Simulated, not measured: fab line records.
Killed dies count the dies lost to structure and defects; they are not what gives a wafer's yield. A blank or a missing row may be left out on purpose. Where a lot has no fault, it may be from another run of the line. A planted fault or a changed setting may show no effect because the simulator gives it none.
One fault through the eyes of 2 desks :: flow rit-cmos :: what lay behind the numbers comes last; until then each desk has only its own

## AT THE TOOL OWNER'S DESK: rie-metal-02
The tool's own readings at RIT_M1_METAL_ETCH_12 (etches Al in Cl2/BCl3, stops on SiO2, time 165 s, target depth 600 nm): means of the sampled wafers that have a number, for each lot that ran on this tool. A lot is out of limits, marked OUT, if its mean lies more than 4 standard deviations from the usual mean; the brackets give that distance.
Columns: A = drypump-motor-current-A at RIT_M1_METAL_ETCH_12, usual 5.3 A; B = oes-product-au at RIT_M1_METAL_ETCH_12, usual 0.778 a.u.; C = run-length-s at RIT_M1_METAL_ETCH_12, usual 193.2 s; D = throttle-valve-pct at RIT_M1_METAL_ETCH_12, usual 8.29 %
lot: L422
first seen here: day 3 17:58
A: 5.6
B: 0.779
C: 192.8
D: 8.25

lot: L425
first seen here: day 4 10:01
A: 5.9
B: 0.780
C: 195.6
D: 8.24

lot: L431
first seen here: day 5 11:11
A: 5.2
B: 0.863 (+6.0) OUT
C: 164.0 (-37) OUT
D: 8.24

lot: L434
first seen here: day 6 00:33
A: 5.6
B: 0.931 (+11) OUT
C: 133.6 (-76) OUT
D: 8.22
Finding of this desk: L431, L434 out of limits; the first was L431 at day 5 11:11, on oes-product-au at RIT_M1_METAL_ETCH_12. L422, L425: within limits.

## AT THE METROLOGY DESK
Means of the sampled wafers that have a number, per lot and without regard to the tool the lot ran on: this is what the gauges read. A lot is out of limits, marked OUT, if its mean lies more than 4 standard deviations from the usual mean; the brackets give that distance.
Columns: A = cd-nm at RIT_M1_CD_MEAS_90, usual 2599.9 nm
lot: L422
first seen here: day 3 18:28
A: 2602.4

lot: L424
first seen here: day 4 03:42
A: 2597.2

lot: L425
first seen here: day 4 10:37
A: 2598.7

lot: L426
first seen here: day 4 16:53
A: 2601.5

lot: L427
first seen here: day 4 19:23
A: 2600.9

lot: L431
first seen here: day 5 11:42
A: 2603.9

lot: L432
first seen here: day 5 15:58
A: 2602.9

lot: L434
first seen here: day 6 01:03
A: 2608.6

lot: L436
first seen here: day 6 07:39
A: 2597.4

lot: L438
first seen here: day 6 21:52
A: 2599.4

lot: L440
first seen here: day 7 07:19
A: 2603.1

lot: L442
first seen here: day 7 15:45
A: 2597.7

lot: L443
first seen here: day 7 23:27
A: 2600.2

lot: L445
first seen here: day 8 12:38
A: 2598.6
Finding of this desk: none of the 14 lots has anything out of limits.

## ALL TOGETHER
On L431, L434, at day 5 11:11, an alarm was possible from the tool owner's desk.
At the metrology desk, nothing out of limits was observed.
The metrology desk holds a record of L431, L434, inside its limits.
RIT_M1_METAL_ETCH_12 was run on rie-metal-02 by each of the lots named.

## WHAT HAD BEEN PUT IN BY THE SIMULATOR
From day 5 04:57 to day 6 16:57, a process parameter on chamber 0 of rie-metal-02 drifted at RIT_M1_METAL_ETCH_12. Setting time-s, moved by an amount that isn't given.
Struck lots among those shown: L431, L434.
How many hours passed from the start of the fault until each desk's first out-of-limits reading: the tool owner's desk, 6.
